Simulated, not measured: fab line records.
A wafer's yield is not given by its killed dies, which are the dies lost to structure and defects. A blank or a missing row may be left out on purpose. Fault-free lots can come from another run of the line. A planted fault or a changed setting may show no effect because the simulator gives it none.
Comparing a struck lot with a sound one :: flow rit cmos :: 17 out of 202 route steps
Sound: the wafers L764.1, L764.4, L764.5. Wafers L754.1, L754.2, L754.4 were the ones struck. Last of all comes the cause.
Per side, at each step with rows, come the tool, then ch with its chambers, and then its first start. Under that, the readings that differ: sound wafers :: struck wafers :: difference of the means :: sigmas: that difference in standard deviations of wafers without a fault.
alike: readings with means less than 2 such deviations apart, plus words and numbers identical on both sides. not compared: withheld readings, readings lacking a value on some wafer, bounds such as >300 that could conceal the same value, and numbers that have no deviation in the record and whose values overlap.
The two part at a step that has a row with sigmas, a row that says differs or no value, or rows on one side only. Non-overlapping numbers with no deviation appear without sigmas and do not part them. Lack of a reading on every wafer of one side parts them only where that side has two or more wafers.

first, 2 steps without rows for these wafers: RIT_NRETRO_HARDBAKE_07 (time 120 s); RIT_NRETRO_IMPLANT_08.
RIT_NRETRO_STRIP_09: strips in O2, time 180 s.
  sound on plasma asher-03 ch 0,1, day 4 17:33; struck on plasma asher-03 ch 0,1, day 2 15:34
  alike: drypump motor current A, rf refl power W
  not compared: rf hours counter h
RIT_NRETRO_TW_MEAS_10:
  sound on film metro-02 at day 4 17:44; struck on film metro-02 at day 2 15:44
  alike: NRETRO_TW
then, 6 steps without rows for these wafers: RIT_PRETRO_HMDS_00 (prime time 60 s); RIT_PRETRO_COAT_01 (resist thk 1300 nm); RIT_PRETRO_SOFTBAKE_02 (time 60 s); RIT_PRETRO_EXPOSE_03 (exposes mask M5, target cd 43700 nm); RIT_PRETRO_PEB_04; RIT_PRETRO_DEVELOP_05 (develop time 68 s).
RIT_PRETRO_OVL_MEAS_06:
  sound on overlay-02 at day 4 18:40; struck on overlay-01 at day 2 16:41
  alike: PRETRO_OVL
then, 1 step without rows for these wafers: RIT_PRETRO_HARDBAKE_07 (time 120 s).
RIT_PRETRO_IMPLANT_08:
  sound on implanter-04 ch 0, day 4 18:57; struck on implanter-03 ch 0, day 2 16:58
reading: beam energy keV
sound: 44.978 44.993 44.979
struck: 54.875 54.913 54.893
difference: +9.910
sigmas: +99 or more

reading: model.implant.rp nm (nm)
sound: 147.6 147.6 147.6
struck: 172.7 172.7 172.7
difference: +25.1
sigmas: 

reading: model.implant.drp nm (nm)
sound: 55.07 55.07 55.07
struck: 61.68 61.68 61.68
difference: +6.61
sigmas: 
RIT_PRETRO_STRIP_09: strips in O2, time 180 s.
  sound on plasma asher-03 ch 0,1, day 4 19:06; struck on plasma asher-03 ch 0,1, day 2 17:07
  alike: drypump motor current A, rf refl power W
  not compared: rf hours counter h
RIT_PRETRO_TW_MEAS_10:
  sound on film metro-03 at day 4 19:17; struck on film metro-04 at day 2 17:17
reading: PRETRO_TW
sound: 473 473 473
struck: 497 497 495
difference: +23
sigmas: +5
then, 1 step without rows for these wafers: RIT_GATE_WET_ETCH_00 (etches SiO2 in BOE, target depth 56 nm, time 60 s).
RIT_M1_PROBE_99:
  sound on prober-01 at day 5 20:41; struck on prober-01 at day 3 23:22
reading: model.etest.nmos_0p3.r on ohm um
sound: 2137 2140 2148
struck: 2036 2070 2078
difference: -80
sigmas: 

reading: model.etest.nmos turned.drive ua um
sound: 338.8 340.8 338.4
struck: 356.2 349.4 347.8
difference: +11.8
sigmas: 

reading: model.etest.nmos_0p15.drive ua um
sound: 476.5 472.4 472.8
struck: 501.6 488.5 492.3
difference: +20.2
sigmas: 

reading: model.etest.nmos narrow.drive ua um
sound: 221.4 230.7 225.5
struck: 247.7 247.4 247.7
difference: +21.7
sigmas: 

reading: model.etest.nmos_0p3.drive ua um
sound: 224.8 227.4 227.8
struck: 245 241.5 240.3
difference: +16
sigmas: 

reading: model.etest.nmos_0p15.off log10 a um
sound: -9.897 -9.95 -10.09
struck: -9.326 -9.466 -9.372
difference: +0.591
sigmas: 

reading: model.etest.retro edge nmos.off log10 a um
sound: -9.731 -9.875 -9.986
struck: -9.237 -9.39 -9.268
difference: +0.566
sigmas: 

reading: model.etest.ring.quiet log10 a (angstrom)
sound: -7.732 -7.805 -7.844
struck: -7.234 -7.4 -7.324
difference: +0.474
sigmas: 
  alike: killed at contacts, killed at front end, killed dies, killed open, killed short

== WHERE THEY PART ==
Last at RIT_PRETRO_TW_MEAS_10 as far as this record goes, first at RIT_PRETRO_IMPLANT_08. Later steps at which nothing parts them and some readings are alike: RIT_M1_PROBE_99.

WHY: whatever the simulator had introduced
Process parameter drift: implanter-03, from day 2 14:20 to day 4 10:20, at RIT_PRETRO_IMPLANT_08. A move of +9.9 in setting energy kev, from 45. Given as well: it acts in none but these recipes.
